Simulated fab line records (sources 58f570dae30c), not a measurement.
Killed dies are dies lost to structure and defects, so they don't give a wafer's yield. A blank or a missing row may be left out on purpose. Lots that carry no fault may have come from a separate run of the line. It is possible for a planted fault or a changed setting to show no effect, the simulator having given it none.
What tool caused it? / flow berkeley-cmos170 / 13 lots, 39 wafers sampled, at 3 steps of a route of 331

## WHAT EACH GAUGE READ, for each wafer
UCB170_WELLDRIVE_THK_MEAS_02.
lot=L213; measured=day 3 09:53; on=film-metro-01; WELLDRIVE_OXIDE_THK (nm)=195 199 196
lot=L214; measured=day 3 09:53; on=film-metro-04; WELLDRIVE_OXIDE_THK (nm)=196 198 197
lot=L215; measured=day 3 09:53; on=film-metro-02; WELLDRIVE_OXIDE_THK (nm)=197 202 196
lot=L217; measured=day 4 02:43; on=film-metro-01; WELLDRIVE_OXIDE_THK (nm)=199 204 203
lot=L216; measured=day 4 02:46; on=film-metro-02; WELLDRIVE_OXIDE_THK (nm)=202 199 202
lot=L218; measured=day 4 12:44; on=film-metro-04; WELLDRIVE_OXIDE_THK (nm)=199 199 196
lot=L219; measured=day 4 18:59; on=film-metro-04; WELLDRIVE_OXIDE_THK (nm)=196 192 195
lot=L225; measured=day 5 23:00; on=film-metro-01; WELLDRIVE_OXIDE_THK (nm)=194 194 192
lot=L226; measured=day 6 04:50; on=film-metro-02; WELLDRIVE_OXIDE_THK (nm)=202 199 198
lot=L233; measured=day 7 16:28; on=film-metro-02; WELLDRIVE_OXIDE_THK (nm)=197 194 194
lot=L234; measured=day 8 02:15; on=film-metro-02; WELLDRIVE_OXIDE_THK (nm)=197 201 201
lot=L235; measured=day 8 02:15; on=film-metro-04; WELLDRIVE_OXIDE_THK (nm)=198 197 196
lot=L236; measured=day 8 07:16; on=film-metro-01; WELLDRIVE_OXIDE_THK (nm)=200 200 201

UCB170_GATE_THK_MEAS_02.
lot=L213; measured=day 5 15:50; on=film-metro-04; GATE_OXIDE_THK (nm)=6.61 6.55 6.60
lot=L214; measured=day 5 15:50; on=film-metro-02; GATE_OXIDE_THK (nm)=6.62 6.56 6.65
lot=L215; measured=day 5 15:50; on=film-metro-01; GATE_OXIDE_THK (nm)=6.39 6.42 6.54
lot=L217; measured=day 6 08:02; on=film-metro-01; GATE_OXIDE_THK (nm)=6.41 6.63 6.72
lot=L216; measured=day 6 08:03; on=film-metro-04; GATE_OXIDE_THK (nm)=6.60 6.44 6.65
lot=L218; measured=day 6 21:16; on=film-metro-02; GATE_OXIDE_THK (nm)=6.35 6.46 6.37
lot=L219; measured=day 6 21:16; on=film-metro-04; GATE_OXIDE_THK (nm)=6.53 6.52 6.64
lot=L225; measured=day 8 07:06; on=film-metro-04; GATE_OXIDE_THK (nm)=10.68 10.68 10.61
lot=L226; measured=day 8 15:19; on=film-metro-04; GATE_OXIDE_THK (nm)=10.81 10.83 10.84
lot=L233; measured=day 9 23:35; on=film-metro-02; GATE_OXIDE_THK (nm)=6.38 6.36 6.41
lot=L234; measured=day 10 08:11; on=film-metro-02; GATE_OXIDE_THK (nm)=6.92 6.56 6.75
lot=L235; measured=day 10 08:11; on=film-metro-01; GATE_OXIDE_THK (nm)=6.39 6.46 6.46
lot=L236; measured=day 11 00:23; on=film-metro-01; GATE_OXIDE_THK (nm)=6.56 6.62 6.56

UCB170_GATE_OVL_MEAS_13.
lot=L213; measured=day 5 23:34; on=overlay-01; GATE_OVL (nm)=-4 -7 -7
lot=L214; measured=day 5 23:50; on=overlay-01; GATE_OVL (nm)=10 2 3
lot=L215; measured=day 5 23:43; on=overlay-02; GATE_OVL (nm)=1 -7 -3
lot=L217; measured=day 6 14:59; on=overlay-02; GATE_OVL (nm)=5 -8 -9
lot=L216; measured=day 6 15:16; on=overlay-02; GATE_OVL (nm)=-2 0 -7
lot=L218; measured=day 7 04:31; on=overlay-02; GATE_OVL (nm)=3 -1 -9
lot=L219; measured=day 7 05:05; on=overlay-02; GATE_OVL (nm)=-2 -3 -5
lot=L225; measured=day 8 15:13; on=overlay-02; GATE_OVL (nm)=-12 -10 -15
lot=L226; measured=day 8 22:36; on=overlay-02; GATE_OVL (nm)=6 6 -4
lot=L233; measured=day 10 09:14; on=overlay-01; GATE_OVL (nm)=-3 -6 -1
lot=L234; measured=day 10 19:29; on=overlay-02; GATE_OVL (nm)=5 -4 8
lot=L235; measured=day 10 19:07; on=overlay-01; GATE_OVL (nm)=-2 3 -5
lot=L236; measured=day 11 09:41; on=overlay-02; GATE_OVL (nm)=-8 -6 -13

## WHAT TOOL EACH LOT RAN ON (gives the tool, then ch and the chambers of the sampled wafers, and finally the start)
There is no process step in the record ahead of these readings.

## AS READ BY THE TOOLS THEMSELVES (means over the sampled wafers that have a number; for cases with no such wafer, the mark the record gives instead)
The record holds no such reading with a usual standard deviation.

## THE ANSWER, worked out from the rows above alone
Rule: the lots themselves supply what counts as usual. Put in order of their means at a reading, lots are off if they are a third of the lots or fewer, leave a main group of 4 or more, and stand apart from it by a gap of 3 or more times the standard deviation of the main group's means; of several such gaps the widest counts. A main group is skipped when, at the precision printed for the reading in the tables above, its means are all equal. Also off: a lot with no number at a reading for which 4 or more lots have one. Any other lot the step has rows for is counted as sound. The gauges are gone through in route order, then the tools' own readings, and for those a lot's mean is taken as printed above. At the first step where some lot is off, the reading lying furthest off is the one used; lots without a number count as furthest.
Off: at UCB170_GATE_THK_MEAS_02 (GATE_OXIDE_THK), L225, L226. The main group has a mean of 6.54 nm with a standard deviation of 0.1.
A tool fits if, at a process step before that reading, it ran every lot that is off, and no sound lot after the first of them. Gauges at UCB170_GATE_THK_MEAS_02: tried the same way as those tools. One candidate fits, namely film-metro-04 at UCB170_GATE_THK_MEAS_02. Its last sound lot is L219 (day 6 21:16), its first lot that is off L225 (day 8 07:06): a fault that began between those two fits.

## WHAT THE SIMULATOR HAD PUT IN
Metrology matching offset: film-metro-04, from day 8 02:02 on, at UCB170_GATE_THK_MEAS_02. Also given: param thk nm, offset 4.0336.
Struck lots among those shown: L225, L226. The rule above found the same.
